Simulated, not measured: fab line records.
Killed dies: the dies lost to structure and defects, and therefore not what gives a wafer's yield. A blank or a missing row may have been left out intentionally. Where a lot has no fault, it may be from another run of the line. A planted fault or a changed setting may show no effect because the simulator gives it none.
Check for tools in common -- flow rit cmos -- Sampled: 10 lots, 30 wafers

WHY THIS WAS OPENED
RIT_PRETRO_TW_MEAS_10, reading PRETRO_TW: flagged on 2 of 10 lots. No-fault wafers: 470.8, standard deviation 2.7.
Rule: a lot is flagged in two cases, either no wafer of it has a number, or all its wafers with numbers fall more than 4 standard deviations from that mean. As for the other lots, they are considered sound.

lot,measured,on,"PRETRO_TW, wafer by wafer",flag
L588,day 2 07:01,film metro-02,470.6 470.0 472.3,
L589,day 2 13:22,film metro-02,470.0 469.1 471.0,
L590,day 2 18:17,film metro-01,469.9 470.6 469.1,
L591,day 2 23:22,film metro-02,467.4 466.8 470.8,
L602,day 5 07:23,film metro-03,432.8 434.9 436.9,FLAGGED
L603,day 5 09:53,film metro-02,439.0 440.1 437.5,FLAGGED
L604,day 5 15:26,film metro-02,472.1 472.7 472.5,
L606,day 6 01:49,film metro-01,468.7 469.8 468.4,
L608,day 6 12:02,film metro-02,473.8 473.7 472.5,
L611,day 7 01:56,film metro-02,479.7 474.7 477.6,
Average over the flagged lots: 436.9; offset from the usual -33.9, equal to -13 standard deviations.

EACH LOT AND THE TOOL IT RAN ON
The record keeps 1 process step preceding the reading, out of 202 steps on the route. Cell contents, in order: the tool; ch with the chambers the sampled wafers went through; the start.
lot,flag,RIT_PRETRO_IMPLANT_08
L588,,"implanter-02 ch 0, day 2 06:43"
L589,,"implanter-04 ch 0, day 2 13:02"
L590,,"implanter-02 ch 0, day 2 17:58"
L591,,"implanter-04 ch 0, day 2 23:02"
L602,FLAGGED,"implanter-02 ch 0, day 5 07:04"
L603,FLAGGED,"implanter-02 ch 0, day 5 09:34"
L604,,"implanter-04 ch 0, day 5 15:07"
L606,,"implanter-04 ch 0, day 6 01:29"
L608,,"implanter-04 ch 0, day 6 11:43"
L611,,"implanter-04 ch 0, day 7 01:37"
What the steps here do:
- RIT_PRETRO_IMPLANT_08
- RIT_PRETRO_TW_MEAS_10

FLAGGED OVER TOTAL, TOOL BY TOOL (the gauges that took the reading come last)
step,tool,lots run,flagged,share of the flagged lots,sound lots run after its first flagged lot
RIT_PRETRO_IMPLANT_08,implanter-02,4,2,all,0
RIT_PRETRO_IMPLANT_08,implanter-04,6,0,none,-
RIT_PRETRO_TW_MEAS_10,film metro-01,2,0,none,-
RIT_PRETRO_TW_MEAS_10,film metro-02,7,1,some,"3 (L604,L608,L611)"
RIT_PRETRO_TW_MEAS_10,film metro-03,1,1,some,0

THE TABLE: WHAT IT ALLOWS
Rows of the table that ran each flagged lot: 1, that is implanter-02 at RIT_PRETRO_IMPLANT_08.
- implanter-02 at RIT_PRETRO_IMPLANT_08 ran 4 lots, 2 of them flagged. Its last sound lot is L590 (day 2 17:58), its first flagged lot L602 (day 5 07:04): a fault that began between those two fits. Its own readings lie more than 4 standard deviations out on every wafer of the flagged lots: beam energy keV.
One tool is left: implanter-02 at RIT_PRETRO_IMPLANT_08.

WHAT THE SIMULATOR PUT IN
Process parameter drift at RIT_PRETRO_IMPLANT_08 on implanter-02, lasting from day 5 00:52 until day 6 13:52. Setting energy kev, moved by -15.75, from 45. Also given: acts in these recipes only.
Struck lots among those shown: L602, L603. This agrees with what the rule above found.
